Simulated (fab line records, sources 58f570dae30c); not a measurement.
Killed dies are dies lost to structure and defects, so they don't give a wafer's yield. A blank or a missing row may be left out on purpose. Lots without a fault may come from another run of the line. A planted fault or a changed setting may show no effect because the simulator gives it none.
Chamber matching | flow berkeley_cmos170 | UCB170_V2_CVD_00 on pecvd-04: 3 sister chambers
The step deposits SiO2 from TEOS/O2, target thk 2000 nm, time 250 s. 14 wafers are shown with their chamber, then 7 later ones without.

WAFERS WITH THEIR CHAMBER
wafer  | chamber | heater_power_w (W)
L234.4 | 1       | 183
L234.5 | 2       | 179
L234.6 | 0       | 192
L238.4 | 0       | 270
L238.5 | 1       | 190
L238.6 | 2       | 187
L237.1 | 2       | 249
L237.3 | 0       | 244
L237.6 | 0       | 189
L246.1 | 0       | 260
L246.2 | 2       | 269
L246.6 | 0       | 255
L245.1 | 0       | 235
L245.3 | 0       | 177

SIGNATURES (means of the wafers above)
reading        | chamber 0 | chamber 1 | chamber 2 | scatter within a chamber
heater_power_w | 227.75    | 186.50    | 221.00    | 37.3
Rule: a wafer's distance from a chamber is the root of the sum, over the readings, of the square of ((its reading less the chamber's mean) divided by the reading's scatter). The wafer belongs to the nearest chamber; if the next one is less than 2 further off, it can't be placed. The scatter: the root of (the sum of the squares of (reading less its chamber's mean) over the shown wafers, divided by (wafers less chambers)).

WAFERS WITHOUT THEIR CHAMBER
wafer  | heater_power_w (W)
L245.5 | 183
L252.3 | 250
L252.5 | 186
L252.6 | 178
L253.2 | 275
L253.3 | 259
L253.5 | 255

WHICH CHAMBER EACH WENT THROUGH
wafer  | from the rows above          | in truth
L245.5 | can't be placed: 1 or 2 or 0 | 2
L252.3 | can't be placed: 0 or 2 or 1 | 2
L252.5 | can't be placed: 1 or 2 or 0 | 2
L252.6 | can't be placed: 1 or 2 or 0 | 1
L253.2 | can't be placed: 0 or 2 or 1 | 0
L253.3 | can't be placed: 0 or 2 or 1 | 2
L253.5 | can't be placed: 0 or 2 or 1 | 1
Placed correctly: 0 of 7. Can't be placed from these rows: 7 (the true chamber is among the candidates in 7). Placed wrongly: 0.
